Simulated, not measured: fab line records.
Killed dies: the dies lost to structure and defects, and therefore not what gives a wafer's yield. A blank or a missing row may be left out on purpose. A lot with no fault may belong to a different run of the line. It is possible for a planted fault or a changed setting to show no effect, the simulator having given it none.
Split-lot experiment || flow rit-cmos || on a route of 202 steps: 5 lots, 23 wafers read

SPLIT DETAILS
At RIT_NRETRO_COAT_01 (resist thk 1300 nm), the setting resist-thk-nm was moved away from the recipe's 1300 nm on 10 of the 23 wafers read, by -5.1% to +2.8%. For the rest of the wafers, this setting stayed at what the recipe calls for.

THE PATH FROM SPLIT TO READING: the file shows 1 step between them
- RIT_NRETRO_DEVELOP_05: develop time 68 s (also split here: develop-time-s)

THE READING
NOVOLAK_of_NRETRO_COAT_01.thk-nm (the simulator's own value, which no gauge read), in nm, at RIT_NRETRO_HARDBAKE_07 (time 120 s). There is no usual value for it anywhere in the file. Here, 13 wafers ran the recipe; their average is 1134 nm with a standard deviation of 3.1 nm.

{"wafer": "L076.1", "tool, chamber at the split": "litho-track-01, 0", "resist-thk-nm as run, nm": 1337, "against the recipe": "+2.8%", "NOVOLAK_of_NRETRO_COAT_01.thk-nm, nm": 1168, "against lot-mates on the recipe": "+31"}
{"wafer": "L076.2", "tool, chamber at the split": "litho-track-01, 0", "resist-thk-nm as run, nm": 1337, "against the recipe": "+2.8%", "NOVOLAK_of_NRETRO_COAT_01.thk-nm, nm": 1170, "against lot-mates on the recipe": "+33"}
{"wafer": "L076.3", "tool, chamber at the split": "litho-track-01, 0", "resist-thk-nm as run, nm": 1300, "against the recipe": "recipe", "NOVOLAK_of_NRETRO_COAT_01.thk-nm, nm": 1138, "against lot-mates on the recipe": "-"}
{"wafer": "L076.4", "tool, chamber at the split": "litho-track-01, 0", "resist-thk-nm as run, nm": 1337, "against the recipe": "+2.8%", "NOVOLAK_of_NRETRO_COAT_01.thk-nm, nm": 1169, "against lot-mates on the recipe": "+32"}
{"wafer": "L076.6", "tool, chamber at the split": "litho-track-01, 0", "resist-thk-nm as run, nm": 1300, "against the recipe": "recipe", "NOVOLAK_of_NRETRO_COAT_01.thk-nm, nm": 1136, "against lot-mates on the recipe": "-"}
{"wafer": "L081.1", "tool, chamber at the split": "litho-track-01, 0", "resist-thk-nm as run, nm": 1300, "against the recipe": "recipe", "NOVOLAK_of_NRETRO_COAT_01.thk-nm, nm": 1132, "against lot-mates on the recipe": "-"}
{"wafer": "L081.4", "tool, chamber at the split": "litho-track-01, 0", "resist-thk-nm as run, nm": 1300, "against the recipe": "recipe", "NOVOLAK_of_NRETRO_COAT_01.thk-nm, nm": 1132, "against lot-mates on the recipe": "-"}
{"wafer": "L081.6", "tool, chamber at the split": "litho-track-01, 0", "resist-thk-nm as run, nm": 1300, "against the recipe": "recipe", "NOVOLAK_of_NRETRO_COAT_01.thk-nm, nm": 1132, "against lot-mates on the recipe": "-"}
{"wafer": "L081.2", "tool, chamber at the split": "litho-track-01, 0", "resist-thk-nm as run, nm": 1266, "against the recipe": "-2.6%", "NOVOLAK_of_NRETRO_COAT_01.thk-nm, nm": 1104, "against lot-mates on the recipe": -28}
{"wafer": "L081.5", "tool, chamber at the split": "litho-track-01, 0", "resist-thk-nm as run, nm": 1266, "against the recipe": "-2.6%", "NOVOLAK_of_NRETRO_COAT_01.thk-nm, nm": 1107, "against lot-mates on the recipe": -25}
{"wafer": "L082.1", "tool, chamber at the split": "litho-track-02, 0", "resist-thk-nm as run, nm": 1300, "against the recipe": "recipe", "NOVOLAK_of_NRETRO_COAT_01.thk-nm, nm": 1136, "against lot-mates on the recipe": "-"}
{"wafer": "L082.2", "tool, chamber at the split": "litho-track-02, 0", "resist-thk-nm as run, nm": 1300, "against the recipe": "recipe", "NOVOLAK_of_NRETRO_COAT_01.thk-nm, nm": 1137, "against lot-mates on the recipe": "-"}
{"wafer": "L082.3", "tool, chamber at the split": "litho-track-02, 0", "resist-thk-nm as run, nm": 1300, "against the recipe": "recipe", "NOVOLAK_of_NRETRO_COAT_01.thk-nm, nm": 1138, "against lot-mates on the recipe": "-"}
{"wafer": "L082.5", "tool, chamber at the split": "litho-track-02, 0", "resist-thk-nm as run, nm": 1321, "against the recipe": "+1.6%", "NOVOLAK_of_NRETRO_COAT_01.thk-nm, nm": 1158, "against lot-mates on the recipe": "+21"}
{"wafer": "L082.6", "tool, chamber at the split": "litho-track-02, 0", "resist-thk-nm as run, nm": 1321, "against the recipe": "+1.6%", "NOVOLAK_of_NRETRO_COAT_01.thk-nm, nm": 1156, "against lot-mates on the recipe": "+19"}
{"wafer": "L084.2", "tool, chamber at the split": "litho-track-04, 0", "resist-thk-nm as run, nm": 1300, "against the recipe": "recipe", "NOVOLAK_of_NRETRO_COAT_01.thk-nm, nm": 1132, "against lot-mates on the recipe": "-"}
{"wafer": "L084.3", "tool, chamber at the split": "litho-track-04, 0", "resist-thk-nm as run, nm": 1300, "against the recipe": "recipe", "NOVOLAK_of_NRETRO_COAT_01.thk-nm, nm": 1129, "against lot-mates on the recipe": "-"}
{"wafer": "L084.4", "tool, chamber at the split": "litho-track-04, 0", "resist-thk-nm as run, nm": 1300, "against the recipe": "recipe", "NOVOLAK_of_NRETRO_COAT_01.thk-nm, nm": 1135, "against lot-mates on the recipe": "-"}
{"wafer": "L085.1", "tool, chamber at the split": "litho-track-04, 0", "resist-thk-nm as run, nm": 1234, "against the recipe": "-5.1%", "NOVOLAK_of_NRETRO_COAT_01.thk-nm, nm": 1077, "against lot-mates on the recipe": -53}
{"wafer": "L085.3", "tool, chamber at the split": "litho-track-04, 0", "resist-thk-nm as run, nm": 1234, "against the recipe": "-5.1%", "NOVOLAK_of_NRETRO_COAT_01.thk-nm, nm": 1075, "against lot-mates on the recipe": -55}
{"wafer": "L085.4", "tool, chamber at the split": "litho-track-04, 0", "resist-thk-nm as run, nm": 1300, "against the recipe": "recipe", "NOVOLAK_of_NRETRO_COAT_01.thk-nm, nm": 1129, "against lot-mates on the recipe": "-"}
{"wafer": "L085.5", "tool, chamber at the split": "litho-track-04, 0", "resist-thk-nm as run, nm": 1300, "against the recipe": "recipe", "NOVOLAK_of_NRETRO_COAT_01.thk-nm, nm": 1131, "against lot-mates on the recipe": "-"}
{"wafer": "L085.6", "tool, chamber at the split": "litho-track-04, 0", "resist-thk-nm as run, nm": 1234, "against the recipe": "-5.1%", "NOVOLAK_of_NRETRO_COAT_01.thk-nm, nm": 1079, "against lot-mates on the recipe": -51}

FIT RESULTS
A straight line over all 23 wafers: NOVOLAK_of_NRETRO_COAT_01.thk-nm changes by +11.6 nm for each +1% of resist-thk-nm; r = +0.99; the points scatter about the line by 3 nm.
The same after taking each lot's own level away (the mean of its wafers on the recipe; 23 wafers): +10.7 nm for each +1%; r = +1.00; scatter 1.7 nm.
That fit puts the effect of the largest move of resist-thk-nm on the reading at 54 nm.
Measured against the standard deviation above, the lots' own levels, which go from 1130.0 to 1137.0 nm, span 2.3 times it.
The two slopes are in agreement: the lot-to-lot level therefore moves the slope only a little.
Check: with one of the wafers moved furthest among these (-5.1%) left out of the fit, the line predicts -53.8 nm for it against its lot-mates. Against them it came out at -53 nm.

OTHER SPLITS APPLIED TO THESE WAFERS
These wafers also went through other splits before the reading. Each is held against what the fit with the lots' levels taken away leaves over:
{"other split on the same wafers": "RIT_ACTIVE_OXIDATION_01 ox-time-s", "wafers away from the commonest value": 15, "r with NOVOLAK_of_NRETRO_COAT_01.thk-nm (lot level and that fit taken away)": -0.06}
{"other split on the same wafers": "RIT_ACTIVE_DEVELOP_10 develop-time-s", "wafers away from the commonest value": 7, "r with NOVOLAK_of_NRETRO_COAT_01.thk-nm (lot level and that fit taken away)": "+0.06"}
{"other split on the same wafers": "RIT_PWELL_COAT_01 spin-rpm", "wafers away from the commonest value": 6, "r with NOVOLAK_of_NRETRO_COAT_01.thk-nm (lot level and that fit taken away)": "+0.00"}
{"other split on the same wafers": "RIT_PWELL_HARDBAKE_07 temp-c", "wafers away from the commonest value": 7, "r with NOVOLAK_of_NRETRO_COAT_01.thk-nm (lot level and that fit taken away)": -0.03}
{"other split on the same wafers": "RIT_NRETRO_DEVELOP_05 develop-time-s", "wafers away from the commonest value": 7, "r with NOVOLAK_of_NRETRO_COAT_01.thk-nm (lot level and that fit taken away)": -0.13}

THE WHOLE CHAIN: every reading that the file lists as answering this split, in the file's order
{"step": "RIT_NRETRO_COAT_01", "what it does": "resist thk 1300 nm", "reading": "NOVOLAK_of_NRETRO_COAT_01.thk-nm (the simulator's own value, which no gauge read)", "change (the file's fit)": "+12.4 nm for each +1% of the setting", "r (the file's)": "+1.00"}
{"step": "RIT_NRETRO_HARDBAKE_07", "what it does": "time 120 s", "reading": "NOVOLAK_of_NRETRO_COAT_01.thk-nm (the simulator's own value, which no gauge read)", "change (the file's fit)": "+10.7 nm for each +1% of the setting", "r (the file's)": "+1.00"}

THE FILE'S OWN FIT
NOVOLAK_of_NRETRO_COAT_01.thk-nm changes by +10.7 nm for each +1% of resist-thk-nm, r = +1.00.
